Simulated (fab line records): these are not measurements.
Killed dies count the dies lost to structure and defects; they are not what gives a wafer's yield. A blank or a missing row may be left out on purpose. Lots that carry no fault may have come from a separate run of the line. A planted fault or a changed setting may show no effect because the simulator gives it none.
8D (eight disciplines) problem report, filled in by code / flow berkeley cmos170 / the parts of the form that need people (team, actions taken, sign-off) are left out

1. WHAT IS WRONG
At UCB170_ZERO_STRIP_07, o2 flow sccm averages 319.8 sccm over 6 wafers from 2 lots, while fault-free wafers read 400.2 sccm, standard deviation 1.4. That puts it -57 standard deviations away from the usual mean.
The step: strips in O2.
Seen first at day 4 19:08 on plasma asher-03, wafer L733.1. The record holds 42 wafers of 14 lots with a number at this step. Rule for "out" (also "out of limits"): further than 4 standard deviations from the usual mean. The rest of the wafers with a number are treated as sound.

2. WHAT IT IS, AND WHAT IT ISN'T
question=which readings at this step | is=o2 flow sccm, strip time to endpoint s | is not=drypump motor current A
question=which lots | is=L733, L738 | is not=L719, L720, L721, L722, L723, L724, L726, L727, L728, L732, L739, L741
question=which wafers of those lots | is=all that have a number | is not=-
question=read on which tools | is=plasma asher-03 | is not=plasma asher-01, plasma asher-04
question=when | is=from day 4 19:08 | is not=up to then (30 sound wafers); but 6 sound wafers of L739, L741 came after

3. SUSPECTS, AND WHAT RULES EACH OUT
Counting: any tool at a process step up to the reading is kept as a suspect provided that every lot that is out went through it and no sound lot did after the first of them.
- plasma asher-03 at UCB170_ZERO_STRIP_07 (strips in O2): kept. Every lot that is out went through it, starting with L733 (day 4 19:08), and after that it ran no sound lot; the last sound lot it ran before then is L728 (day 3 19:21). Its own o2 flow sccm, strip time to endpoint s readings are out on those wafers.
Remaining after the count: plasma asher-03 at UCB170_ZERO_STRIP_07.

4. THE CAUSE (what the simulator had put in)
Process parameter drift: plasma asher-03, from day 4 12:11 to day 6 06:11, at UCB170_ZERO_STRIP_07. A move of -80 in setting o2 flow sccm, from 400. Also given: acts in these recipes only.
The count eliminated every tool but this one.

5. THE CHAIN OF EFFECTS, in route order
One row per reading whose mean, taken over the struck wafers that have a number, lies over 3 standard deviations from the usual. Only readings for which the record gives a usual standard deviation are gone through. hours: the time from each lot's start at the first step in this table that gives one to its start at this step, as a median over the lots. sigmas: the change in usual standard deviations.
hours=0; step=UCB170_ZERO_STRIP_07; reading=o2 flow sccm; usual=400.2 sccm; on struck wafers=319.8; change=-80.4; sigmas=-57
hours=0; step=UCB170_ZERO_STRIP_07; reading=oes product au; usual=0.728 a.u.; on struck wafers=0.710; change=-0.018; sigmas=-4.0
hours=0; step=UCB170_ZERO_STRIP_07; reading=strip time to endpoint s; usual=21.49 s; on struck wafers=22.20; change=+0.71; sigmas=+13
Its process steps:
- UCB170_ZERO_STRIP_07: strips in O2.
At these later measuring or inspecting steps, every struck wafer for which the step has a row has a number for every such reading, and none has moved that far: UCB170_PWELL_OVL_MEAS_13.

6. HOW IT WOULD HAVE BEEN CAUGHT EARLIER
7 hours passed between the start of the fault at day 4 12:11 and the first reading out of limits in this record, taken at day 4 19:08.
